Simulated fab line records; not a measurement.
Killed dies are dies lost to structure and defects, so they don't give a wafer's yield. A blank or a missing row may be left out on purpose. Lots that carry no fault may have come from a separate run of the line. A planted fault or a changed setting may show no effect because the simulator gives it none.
Split-lot experiment + flow rit cmos + route with 202 steps; 5 lots, 23 wafers read

== ON THE SPLIT ==
At RIT_GATE_CVD_08 (deposits poly-Si from SiH4, target thk 250 nm, time 2220 s), the setting time s was moved away from the recipe's 2220 s on 15 of the 23 wafers read, by -14.4% to +7.3%. For the rest of the wafers, this setting stayed at what the recipe calls for.

== SPLIT TO READING: what lies between them in the file, 1 step ==
- RIT_GATE_THK_MEAS_09

== THE READING ==
oes product au, in a.u., at RIT_GATE_ETCH_19 (etches poly-Si in SF6/CHF3/O2, stops on SiO2, time 165 s, target depth 312.5 nm). Fault-free wafers of this fab line usually give 0.846 a.u., standard deviation 0.018 a.u.

| wafer  | tool, chamber at the split | time s as run, s | against the recipe | oes product au, a.u. | against lot-mates on the recipe |
|--------|----------------------------|------------------|--------------------|----------------------|---------------------------------|
| L076.1 | -, -                       | 1900             | -14.4%             | 0.748                | no lot-mate on the recipe       |
| L076.2 | -, -                       | 1900             | -14.4%             | 0.774                | no lot-mate on the recipe       |
| L076.3 | -, -                       | 1900             | -14.4%             | 0.763                | no lot-mate on the recipe       |
| L076.5 | -, -                       | 1900             | -14.4%             | 0.738                | no lot-mate on the recipe       |
| L076.6 | -, -                       | 1900             | -14.4%             | 0.761                | no lot-mate on the recipe       |
| L078.1 | -, -                       | 2326             | +4.8%              | 0.873                | no lot-mate on the recipe       |
| L078.2 | -, -                       | 2326             | +4.8%              | 0.888                | no lot-mate on the recipe       |
| L078.4 | -, -                       | 2326             | +4.8%              | 0.860                | no lot-mate on the recipe       |
| L078.5 | -, -                       | 2326             | +4.8%              | 0.867                | no lot-mate on the recipe       |
| L078.6 | -, -                       | 2326             | +4.8%              | 0.853                | no lot-mate on the recipe       |
| L080.3 | lpcvd-01, 0                | 2220             | recipe             | 0.853                | -                               |
| L080.5 | lpcvd-01, 0                | 2220             | recipe             | 0.850                | -                               |
| L080.6 | lpcvd-01, 0                | 2220             | recipe             | 0.811                | -                               |
| L081.1 | -, -                       | 2383             | +7.3%              | 0.898                | no lot-mate on the recipe       |
| L081.2 | -, -                       | 2383             | +7.3%              | 0.879                | no lot-mate on the recipe       |
| L081.4 | -, -                       | 2383             | +7.3%              | 0.924                | no lot-mate on the recipe       |
| L081.5 | -, -                       | 2383             | +7.3%              | 0.896                | no lot-mate on the recipe       |
| L081.6 | -, -                       | 2383             | +7.3%              | 0.879                | no lot-mate on the recipe       |
| L082.2 | -, -                       | 2220             | recipe             | 0.856                | -                               |
| L082.3 | -, -                       | 2220             | recipe             | 0.824                | -                               |
| L082.4 | -, -                       | 2220             | recipe             | 0.841                | -                               |
| L082.5 | -, -                       | 2220             | recipe             | 0.853                | -                               |
| L082.6 | -, -                       | 2220             | recipe             | 0.818                | -                               |

FIT RESULTS
A straight line over all 23 wafers: oes product au changes by +0.00613 a.u. for each +1% of time s; r = +0.95; the points scatter about the line by 0.016 a.u.
Too few moved wafers with a lot-mate on the recipe to fit a line net of each lot's own level.

== THE WHOLE CHAIN: every reading that the file lists as answering this split, in the file's order ==
| step                 | what it does                                                                    | reading                                                                        | change (the file's fit)                   | r (the file's) |
|----------------------|---------------------------------------------------------------------------------|--------------------------------------------------------------------------------|-------------------------------------------|----------------|
| RIT_GATE_CVD_08      | deposits poly-Si from SiH4, target thk 250 nm, time 2220 s                      | poly-Si_of_GATE_CVD_08.thk nm (the simulator's own value, which no gauge read) | +2.44 nm for each +1% of the setting      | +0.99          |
| RIT_GATE_THK_MEAS_09 |                                                                                 | GATE_POLY_THK                                                                  | +2.44 for each +1% of the setting         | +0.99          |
| RIT_GATE_ETCH_19     | etches poly-Si in SF6/CHF3/O2, stops on SiO2, time 165 s, target depth 312.5 nm | oes product au                                                                 | +0.00614 a.u. for each +1% of the setting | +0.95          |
| RIT_GATE_ETCH_19     | etches poly-Si in SF6/CHF3/O2, stops on SiO2, time 165 s, target depth 312.5 nm | etch.depth nm (the simulator's own value, which no gauge read)                 | +2.44 nm for each +1% of the setting      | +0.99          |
| RIT_GATE_ETCH_19     | etches poly-Si in SF6/CHF3/O2, stops on SiO2, time 165 s, target depth 312.5 nm | GATE.feature depth nm (the simulator's own value, which no gauge read)         | +2.44 nm for each +1% of the setting      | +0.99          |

== THE FILE'S OWN FIT ==
oes product au changes by +0.00614 a.u. for each +1% of time s, r = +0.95.
